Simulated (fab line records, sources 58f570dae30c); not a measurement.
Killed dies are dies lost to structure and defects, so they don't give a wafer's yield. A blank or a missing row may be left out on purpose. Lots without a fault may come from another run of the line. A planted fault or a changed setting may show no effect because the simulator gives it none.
Chamber matching | flow berkeley_cmos170 | UCB170_SPACER_CVD_00 on pecvd-01: 3 sister chambers
The step deposits SiO2 from TEOS/O2, target thk 376 nm, time 47 s. 16 wafers are shown with their chamber, then 8 later ones without.

WAFERS WITH THEIR CHAMBER
wafer  | chamber | heater_power_w (W)
L074.1 | 0       | 280
L074.3 | 2       | 260
L074.6 | 2       | 277
L080.3 | 0       | 306
L080.4 | 2       | 286
L080.5 | 1       | 209
L083.1 | 1       | 210
L083.4 | 2       | 285
L083.5 | 0       | 347
L090.1 | 2       | 307
L090.4 | 2       | 223
L090.5 | 1       | 250
L093.4 | 0       | 329
L093.5 | 2       | 294
L093.6 | 1       | 176
L095.1 | 2       | 252

SIGNATURES (means of the wafers above)
reading        | chamber 0 | chamber 1 | chamber 2 | scatter within a chamber
heater_power_w | 315.50    | 211.25    | 273.00    | 28.2
Rule: a wafer's distance from a chamber is the root of the sum, over the readings, of the square of ((its reading less the chamber's mean) divided by the reading's scatter). The wafer belongs to the nearest chamber; if the next one is less than 2 further off, it can't be placed. The scatter: the root of (the sum of the squares of (reading less its chamber's mean) over the shown wafers, divided by (wafers less chambers)).

WAFERS WITHOUT THEIR CHAMBER
wafer  | heater_power_w (W)
L095.2 | 251
L095.3 | 317
L095.4 | 322
L095.5 | 268
L095.6 | 267
L096.1 | 325
L096.2 | 322
L096.5 | 211

WHICH CHAMBER EACH WENT THROUGH
wafer  | from the rows above          | in truth
L095.2 | can't be placed: 2 or 1 or 0 | 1
L095.3 | can't be placed: 0 or 2      | 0
L095.4 | can't be placed: 0 or 2      | 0
L095.5 | can't be placed: 2 or 0 or 1 | 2
L095.6 | can't be placed: 2 or 0 or 1 | 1
L096.1 | can't be placed: 0 or 2      | 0
L096.2 | can't be placed: 0 or 2      | 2
L096.5 | 1                            | 1
Placed correctly: 1 of 8. Can't be placed from these rows: 7 (the true chamber is among the candidates in 7). Placed wrongly: 0.
